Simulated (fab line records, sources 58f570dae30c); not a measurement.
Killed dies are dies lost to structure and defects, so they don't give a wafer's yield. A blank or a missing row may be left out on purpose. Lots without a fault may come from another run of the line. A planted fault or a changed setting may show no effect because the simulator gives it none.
One fault seen from 2 desks | flow berkeley_cmos170 | each desk has only its own numbers; what lay behind them comes last

THE METROLOGY DESK
What the gauges read, lot by lot, whatever tool the lot ran on: means of the sampled wafers that have a number. A lot is out of limits, marked OUT, if its mean lies more than 4 standard deviations from the usual mean; the brackets give that distance.
Columns: A = GATE_POLY_THK at UCB170_GATE_THK_MEAS_05, usual 213.9 nm; B = GATE_OVL at UCB170_GATE_OVL_MEAS_13, usual -2 nm; C = cd_nm at UCB170_PLDD_CD_MEAS_06, usual 1199.6 nm
lot  | first seen here | A     | B  | C
L356 | day 6 07:58     | 212.3 | 3  | 1199.1
L358 | day 6 15:13     | 212.9 | 0  | 1199.1
L360 | day 7 01:29     | 214.1 | 7  | 1200.4
L359 | day 7 01:29     | 212.6 | -5 | 1197.2
L361 | day 7 01:29     | 213.8 | 2  | 1198.8
L362 | day 7 11:25     | 215.4 | -1 | 1200.3
L369 | day 8 22:19     | 215.2 | -5 | 1202.6
L368 | day 8 22:25     | 213.1 | 0  | 1202.2
L370 | day 9 17:09     | 215.6 | 1  | 1198.9
L372 | day 10 07:05    | 213.8 | -3 | 1199.6
L373 | day 10 07:05    | 212.2 | -9 | 1198.0
L374 | day 10 07:06    | 216.4 | 5  | 1198.3
L375 | day 10 21:13    | 213.3 | -2 | 1200.2
L378 | day 11 05:47    | 214.0 | -4 | 1201.1
This desk's finding: nothing out of limits on any of the 14 lots.

THE TOOL OWNER'S DESK: rie_si-02
The tool's own readings at UCB170_GATE_ETCH_15 (etches poly-Si in HBr/Cl2, stops on SiO2, time 56.3 s, target depth 278.2 nm): means of the sampled wafers that have a number, for each lot that ran on this tool. A lot is out of limits, marked OUT, if its mean lies more than 4 standard deviations from the usual mean; the brackets give that distance.
Columns: A = bias_w at UCB170_GATE_ETCH_15, usual 150.0 W; B = drypump_motor_current_A at UCB170_GATE_ETCH_15, usual 5.7 A; C = oes_product_au at UCB170_GATE_ETCH_15, usual 0.838 a.u.; D = throttle_valve_pct at UCB170_GATE_ETCH_15, usual 26.45 %
lot  | first seen here | A     | B   | C     | D
L358 | day 6 16:40     | 150.1 | 5.8 | 0.837 | 26.32
L359 | day 7 03:03     | 149.9 | 6.0 | 0.825 | 26.29
L362 | day 7 12:54     | 150.2 | 6.0 | 0.836 | 26.29
L369 | day 8 23:52     | 149.2 | 5.7 | 0.809 | 26.47
L370 | day 9 18:41     | 149.9 | 5.9 | 0.819 | 26.47
This desk's finding: nothing out of limits on any of the 5 lots.

PUT TOGETHER
The metrology desk saw nothing out of limits.
The tool owner's desk saw nothing out of limits.

WHAT THE SIMULATOR HAD PUT IN
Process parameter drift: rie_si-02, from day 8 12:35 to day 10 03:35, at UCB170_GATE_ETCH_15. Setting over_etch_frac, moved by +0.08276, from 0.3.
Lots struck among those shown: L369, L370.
